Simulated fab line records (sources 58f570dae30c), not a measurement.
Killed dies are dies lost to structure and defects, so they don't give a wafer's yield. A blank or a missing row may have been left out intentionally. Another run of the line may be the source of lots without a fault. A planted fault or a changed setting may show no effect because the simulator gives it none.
Problem report, 8D (eight disciplines) form, completed by code ; flow berkeleyCmos170 ; the parts of the form that need people (team, actions taken, sign-off) are left out

## 1. WHAT IS WRONG
beamEnergyKeV at UCB170_PLDD_IMPLANT_08 reads a mean of 10.279 on 6 wafers of 2 lots; wafers without a fault read 10.000 with a standard deviation of 0.003. That puts it +93 standard deviations away from the usual mean.
The first sign was on wafer L638.2 at day 8 18:19, on implanter-01. Wafers with a number at this step in the record: 18, from 6 lots. Rule for "out" (also "out of limits"): further than 4 standard deviations from the usual mean. All remaining wafers that have a number are taken as sound.

## 2. WHAT IT IS; WHAT IT IS NOT
question;is;is not
which readings at this step;beamEnergyKeV;-
which lots;L638, L645;L629, L635, L647, L648
which wafers of those lots;all that have a number;-
read on which tools;implanter-01;implanter-03, implanter-04
when;from day 8 18:19;"up to then (6 sound wafers); but 6 sound wafers of L647, L648 came after"

## 3. SUSPECTS, AND WHAT RULES EACH OUT
Counting: a tool stays on the suspect list if, at a process step up to the reading, it processed all lots that are out and no sound lot following the first of them.
- implanter-01 at UCB170_PLDD_IMPLANT_08: kept. Every lot that is out went through it, starting with L638 (day 8 18:19), and after that it ran no sound lot; the last sound lot it ran before then is L635 (day 7 18:22). Its own readings are out on those wafers: beamEnergyKeV.
After counting, what remains is implanter-01 at UCB170_PLDD_IMPLANT_08.

## 4. THE CAUSE (what the simulator had put in)
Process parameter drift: implanter-01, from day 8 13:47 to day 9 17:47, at UCB170_PLDD_IMPLANT_08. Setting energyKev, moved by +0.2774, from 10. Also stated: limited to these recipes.
Counting left only this tool.

## 5. THE EFFECT CHAIN, in route order
Rows list readings where the struck wafers' mean (over those with a number) sits beyond 3 standard deviations from the usual. Readings are gone through only where the record gives a usual standard deviation; hours: the median, over the lots, of the time from a lot's start at the first step in this table giving one to that lot's start at this step; sigmas: the change measured in usual standard deviations.
hours;step;reading;usual;on struck wafers;change;sigmas
0;UCB170_PLDD_IMPLANT_08;beamEnergyKeV;10.000;10.279;+0.279;+93
Here are the process steps it includes:
- UCB170_PLDD_IMPLANT_08

## 6. HOW IT WOULD HAVE BEEN CAUGHT EARLIER
In this record no reading fell out of limits until day 8 18:19, 5 hours after the fault had begun at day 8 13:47.
